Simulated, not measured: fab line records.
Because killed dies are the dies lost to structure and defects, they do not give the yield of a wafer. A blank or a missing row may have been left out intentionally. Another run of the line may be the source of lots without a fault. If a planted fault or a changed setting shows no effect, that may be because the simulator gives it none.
fab line records	flow berkeley-cmos170
record: lots: 14	wafers: 42	last-day: 12
route steps=331 shown SCREENOX@100
lots with no fault: from the same line, run without faults
start-h: hours from the record's first day to the start of the lot's first wafer shown	wait-h: how many hours have passed since the lot's step before this one	" as in the row above	L1.1+2: several wafers, shown together as one row	- either no value or no given start	* or withheld: withheld	< > ~ a bound
route shown NAME@n: names a module that has steps shown in the file, with the first one's number in the route	usual: mean/standard deviation of fault-free wafers	same: alike in all rows	chamber/n: place in a boat	sites: the reading at each site	_std_site: the standard deviation of these	_edge_site: outer sites' mean less inner sites'	radius-mm: how far each site lies from the wafer's centre	mask NAME#n: copy n	behind: tool/chamber where the wafer was last shaped	hold: cause of the lot's hold/its duration in hours/its outcome	device: names the non-switching transistor (n, p or np)	end of line: tests run on the same wafers once the route is complete	a step without rows: its recipe alone	killed: count of dies lost to structure and defects at first sort (not the wafer's yield)	map: shows each die of a wafer: x if killed, . if not, _ if none is there
set.NAME: the setting that was run; set.NAME@STEP: the one run at that earlier step	model.NAME: the simulator's own value behind a step, which no gauge read
a sample of lots followed through the steps of the route, with each step as a table and each wafer as a row
services: the hour from which a tool's chamber was out of use, counted from the record's first day as start-h (under 0 if before that day), plus the number of hours and why
== steps ==
step: UCB170_SCREENOX_WET_ETCH_00
recipe: chemistry: dHF	dilution: 25:1	target: SiO2	temp-c: 25	time-s: 200
usual: bath-heat-duty-pct: 6.2/0.61	run-length-s: 227/3.3
lot.wafer	tool	chamber	start-h	wait-h	bath-heat-duty-pct	run-length-s
L142.2	wet-bench-01	3	98.41	0.0	6.1	225
L142.3	"	3	"	"	5.9	225
L142.5	"	3	"	"	5.6	225
L143.2	wet-bench-01	3	110.29	0.0	5.0	223
L143.4	"	3	"	"	6.3	223
L143.6	"	3	"	"	4.9	223
L144.1	wet-bench-01	2	110.29	0.1	6.3	226
L144.2	"	2	"	"	5.8	226
L144.3	"	2	"	"	6.0	226
L145.1	wet-bench-01	0	123.33	0.1	6.1	225
L145.2	"	0	"	"	5.7	225
L145.5	"	0	"	"	6.5	225
L147.1	wet-bench-02	3	134.88	1.7	-	-
L147.2	"	3	"	"	-	-
L147.6	"	3	"	"	-	-
L148.1	wet-bench-01	2	142.07	0.1	-	-
L148.4	"	2	"	"	-	-
L148.6	"	2	"	"	-	-
L152.1	wet-bench-03	2	158.45	0.3	7.5	225
L152.2	"	2	"	"	7.0	225
L152.5	"	2	"	"	7.0	225
L155.1	wet-bench-01	3	164.25	0.1	5.7	231
L155.2	"	3	"	"	5.3	231
L155.3	"	3	"	"	5.6	231
L156.2	wet-bench-03	3	177.19	0.3	6.5	227
L156.3	"	3	"	"	6.1	227
L156.4	"	3	"	"	6.4	227
L157.2	wet-bench-02	0	181.96	0.0	5.1	228
L157.3	"	0	"	"	5.9	228
L157.6	"	0	"	"	5.8	228
L159.2	wet-bench-01	1	198.50	0.0	7.0	231
L159.3	"	1	"	"	5.4	231
L159.6	"	1	"	"	5.4	231
L160.2	wet-bench-01	2	198.50	0.0	5.2	233
L160.3	"	2	"	"	5.9	233
L160.6	"	2	"	"	6.3	233
L161.2	wet-bench-01	2	206.01	0.1	5.9	226
L161.3	"	2	"	"	6.6	226
L161.6	"	2	"	"	6.0	226
L162.2	wet-bench-01	0	206.01	0.1	6.2	225
L162.3	"	0	"	"	6.5	225
L162.4	"	0	"	"	6.2	225
== services ==
tool	chamber	start-h	hours	kind
wet-bench-02	-	89.57	2.8	repair
== key ==
first-sign: step: UCB170_SCREENOX_WET_ETCH_00	reading: tool-record	direction: missing
effect none on later readings
met-at UCB170_SCREENOX_WET_ETCH_00
struck-lots L147,L148
later-rows-left-out L147.1,L147.2,L147.6,L148.1,L148.4,L148.6
sort-left-out L147.1,L147.2,L147.6,L148.1,L148.4,L148.6
tester-left-out L147,L148
onset-between 123.33 134.88
fault: kind: skipped-step-whole	tool: wet-bench-01,wet-bench-02	chamber: -	onset-h: 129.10	steps: UCB170_SCREENOX_WET_ETCH_00	scope: struck-lots-only
tester-left-out: of these lots the tester's yield and bins aren't shown, on N5 and GAA mostly nor the transistor test; their killed dies are dies lost to structure and defects alone, not to doping, threshold or leakage, so they don't give the yield
sort-left-out: the simulated sort isn't trusted on such a fault, so these wafers' sort isn't shown, and their yield isn't known
later-rows-left-out: the simulator's readings of these wafers behind a module that went badly wrong aren't trusted and aren't shown, but for the sort
